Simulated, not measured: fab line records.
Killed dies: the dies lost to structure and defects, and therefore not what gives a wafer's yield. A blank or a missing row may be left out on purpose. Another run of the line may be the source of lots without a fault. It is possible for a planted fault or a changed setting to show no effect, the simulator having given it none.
The tool behind it: which one? -- flow ritCmos -- 14 lots with 42 wafers sampled at 3 steps, on a route of 202 steps

WHAT THE GAUGES SHOWED, per wafer
RIT_CONTACT_THK_MEAS_01. Usual: CONTACT_TEOS_THK typically reads 402 nm, with standard deviation 5.5.
lot,measured,on,CONTACT_TEOS_THK (nm),flag
L541,day 3 06:10,filmMetro-01,402 404 411,
L542,day 3 09:11,filmMetro-03,397 404 403,
L543,day 3 14:10,filmMetro-04,398 396 404,
L544,day 3 18:28,filmMetro-03,403 397 412,
L545,day 4 03:49,filmMetro-04,403 392 400,
L546,day 4 05:29,filmMetro-03,398 400 406,
L550,day 5 04:55,filmMetro-03,397 408 403,
L552,day 5 14:00,filmMetro-01,402 401 407,
L554,day 5 23:17,filmMetro-03,394 402 408,
L555,day 6 01:44,filmMetro-04,392 398 405,
L559,day 7 02:53,filmMetro-01,399 408 404,
L561,day 7 16:26,filmMetro-04,404 406 406,
L562,day 7 17:55,filmMetro-04,394 395 404,
L564,day 8 14:15,filmMetro-04,416 411 416,

RIT_CONTACT_OVL_MEAS_09. Usual: CONTACT_OVL typically reads -0.8 nm, with standard deviation 1.6.
lot,measured,on,CONTACT_OVL (nm),flag
L541,day 3 07:26,overlay-02,-2.0 -2.3 -3.7,
L542,day 3 10:31,overlay-02,2.2 0.4 0.0,
L543,day 3 15:27,overlay-01,-1.5 -1.4 -0.7,
L544,day 3 19:46,overlay-01,-0.9 0.9 -1.7,
L545,day 4 04:58,overlay-01,-3.7 -0.9 -1.1,
L546,day 4 06:45,overlay-02,0.7 -0.3 0.6,
L550,day 5 06:04,overlay-01,-1.9 -3.1 -2.9,
L552,day 5 15:16,overlay-01,-2.5 -0.7 2.0,
L554,day 6 00:29,overlay-02,1.1 3.5 2.7,
L555,day 6 03:13,overlay-01,-3.6 -1.1 -1.5,
L559,day 7 04:10,overlay-02,1.0 0.8 0.5,
L561,day 7 17:35,overlay-02,-1.2 0.3 -1.7,
L562,day 7 19:04,overlay-02,-2.3 -3.4 -1.1,
L564,day 8 15:31,overlay-01,-2.9 -4.0 -3.7,

RIT_M1_CD_MEAS_09: target cd 2600 nm. Usual: cdNm reads 2600.6 nm (standard deviation 2.6).
lot,measured,on,cdNm (nm),flag
L541,day 3 09:58,cdSem-02,2601.7 2602.8 2600.0,
L542,day 3 12:55,cdSem-01,2605.5 2602.2 2602.8,
L543,day 3 18:00,cdSem-02,2598.0 2599.2 2599.7,
L544,day 3 22:18,cdSem-01,2599.3 2598.6 2600.1,
L545,day 4 07:28,cdSem-02,2599.8 2600.3 2598.8,
L546,day 4 09:08,cdSem-01,2602.5 2603.8 2601.5,
L550,day 5 08:26,cdSem-02,2598.9 2600.2 2600.6,
L552,day 5 17:41,cdSem-01,2605.3 2602.4 2602.8,
L554,day 6 03:04,cdSem-02,2598.1 2599.0 2598.9,
L555,day 6 05:52,cdSem-02,2602.0 2600.6 2603.7,
L559,day 7 06:34,cdSem-02,2603.8 2604.3 2601.5,
L561,day 7 20:00,cdSem-02,2601.5 2602.6 2603.1,
L562,day 7 21:27,cdSem-02,2599.5 2600.0 2598.9,
L564,day 8 18:02,cdSem-01,2606.1 2605.7 2608.4,

EACH LOT AND THE TOOL THAT RAN IT (in order: tool; ch and the chambers of the sampled wafers; start)
The record holds no process step before these readings.

AS READ BY THE TOOLS THEMSELVES (means over the sampled wafers that have a number; for cases with no such wafer, the mark the record gives instead)
The record holds no such reading with a usual standard deviation.

THE ANSWER, worked out from the rows above alone
Rule: a lot is off if the mean of its wafers that have a number lies more than 3 standard deviations from the usual mean. Also off: a lot with no number at a reading for which 4 or more lots have one. Where the step has rows for the other lots, those lots are counted as sound. After the gauges, taken in route order, come the tools' own readings; for these a lot's mean is taken, as printed above. The first step at which some lot is off is used, and at that step the reading that is off furthest; a lot without a number counts as furthest.
No lot is off at any reading shown: from this, nothing can be told.

WHAT THE SIMULATOR HAD INSERTED
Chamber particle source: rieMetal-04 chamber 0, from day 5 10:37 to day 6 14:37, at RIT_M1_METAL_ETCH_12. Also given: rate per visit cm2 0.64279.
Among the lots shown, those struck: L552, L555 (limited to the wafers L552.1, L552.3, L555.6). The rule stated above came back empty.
